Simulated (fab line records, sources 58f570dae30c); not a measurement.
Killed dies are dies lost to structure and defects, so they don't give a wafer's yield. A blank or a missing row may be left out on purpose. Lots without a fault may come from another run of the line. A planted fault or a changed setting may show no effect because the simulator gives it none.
Which tool did it? | flow berkeley_cmos170 | 15 lots, 44 wafers sampled, at 2 steps of a route of 331

WHAT THE GAUGES READ, wafer by wafer
UCB170_V2_CD_MEAS_12: target cd 700 nm.
lot  | measured     | on        | cd_nm (nm)
L186 | day 8 10:22  | cd_sem-02 | 698.5 698.8 700.4
L188 | day 8 13:07  | cd_sem-02 | 698.6 698.7 699.8
L189 | day 8 13:45  | cd_sem-01 | 699.2 699.8 699.4
L187 | day 8 17:31  | cd_sem-01 | 697.9 697.5 698.8
L192 | day 9 17:25  | cd_sem-01 | 703.2 703.2 702.9
L191 | day 9 17:41  | cd_sem-01 | 703.3 703.1 702.8
L193 | day 9 17:38  | cd_sem-02 | 700.3 700.0
L199 | day 11 00:40 | cd_sem-02 | 700.4 698.3 699.6
L196 | day 11 03:33 | cd_sem-02 | 700.3 699.6 700.7
L202 | day 11 13:08 | cd_sem-02 | 700.5 700.5 700.5
L201 | day 11 14:49 | cd_sem-01 | 703.1 703.3 703.5
L203 | day 12 02:17 | cd_sem-02 | 699.7 700.2 700.2
L204 | day 12 02:33 | cd_sem-02 | 700.6 701.0 702.1
L208 | day 12 20:37 | cd_sem-01 | 698.5 700.7 699.1
L207 | day 12 22:58 | cd_sem-01 | 699.7 701.0 698.8

WHICH TOOL RAN EACH LOT (tool, then ch and the chambers of the sampled wafers, then the start)
lot  | UCB170_V2_CMP_02
L186 | cmp-01 ch 2,3, day 8 08:17
L188 | cmp-02 ch 0,2, day 8 10:55
L189 | cmp-01 ch 0,1,2, day 8 11:52
L187 | cmp-01 ch 0,1,2, day 8 15:30
L192 | cmp-02 ch 0,3, day 9 15:26
L191 | cmp-01 ch 1,2, day 9 15:28
L193 | cmp-01 ch 0,1, day 9 15:49
L199 | cmp-02 ch 0,1,2, day 10 23:11
L196 | cmp-02 ch 1,2,3, day 11 00:58
L202 | cmp-02 ch 2,3, day 11 11:27
L201 | cmp-01 ch 0,2,3, day 11 13:12
L203 | cmp-01 ch 0,1, day 11 21:20
L204 | cmp-02 ch 1,2,3, day 11 22:46
L208 | cmp-01 ch 0,1,2, day 12 19:04
L207 | cmp-02 ch 0,1,2, day 12 21:10
- UCB170_V2_CMP_02: polishes SiO2.

WHAT THE TOOLS THEMSELVES READ (means of the sampled wafers that have a number; where no wafer has one, the mark that the record gives instead)
UCB170_V2_CMP_02.
lot  | tool   | edge_zone_pressure_frac | motor_current_A (A)
L186 | cmp-01 | 1.000                   | 17.1
L188 | cmp-02 | 1.000                   | 16.7
L189 | cmp-01 | 1.004                   | 14.7
L187 | cmp-01 | 1.000                   | 15.1
L192 | cmp-02 | 0.996                   | 16.7
L191 | cmp-01 | 0.996                   | 14.9
L193 | cmp-01 | 1.000                   | 14.9
L199 | cmp-02 | 0.999                   | 17.5
L196 | cmp-02 | 0.996                   | 17.8
L202 | cmp-02 | 1.003                   | 18.0
L201 | cmp-01 | 0.999                   | 16.0
L203 | cmp-01 | 0.996                   | 15.2
L204 | cmp-02 | 1.003                   | 17.6
L208 | cmp-01 | 0.998                   | 14.9
L207 | cmp-02 | 1.002                   | 17.1

THE ANSWER, worked out from the rows above alone
Rule: what is usual is taken from the lots themselves. Put in order of their means at a reading, lots are off if they are a third of the lots or fewer, leave a main group of 4 or more, and stand apart from it by a gap of 3 or more times the standard deviation of the main group's means; of several such gaps the widest counts. A main group whose means are all the same, to the digits that the tables above print for the reading, isn't used. A lot without any number at a reading at which 4 lots or more have one is off too. The other lots that the step has rows for count as sound. The gauges are gone through in route order, then the tools' own readings, and for those a lot's mean is taken as printed above. The first step at which some lot is off is used, and at that step the reading that is off furthest; a lot without a number counts as furthest.
No lot is off at any reading shown: from this, nothing can be told.

WHAT THE SIMULATOR HAD PUT IN
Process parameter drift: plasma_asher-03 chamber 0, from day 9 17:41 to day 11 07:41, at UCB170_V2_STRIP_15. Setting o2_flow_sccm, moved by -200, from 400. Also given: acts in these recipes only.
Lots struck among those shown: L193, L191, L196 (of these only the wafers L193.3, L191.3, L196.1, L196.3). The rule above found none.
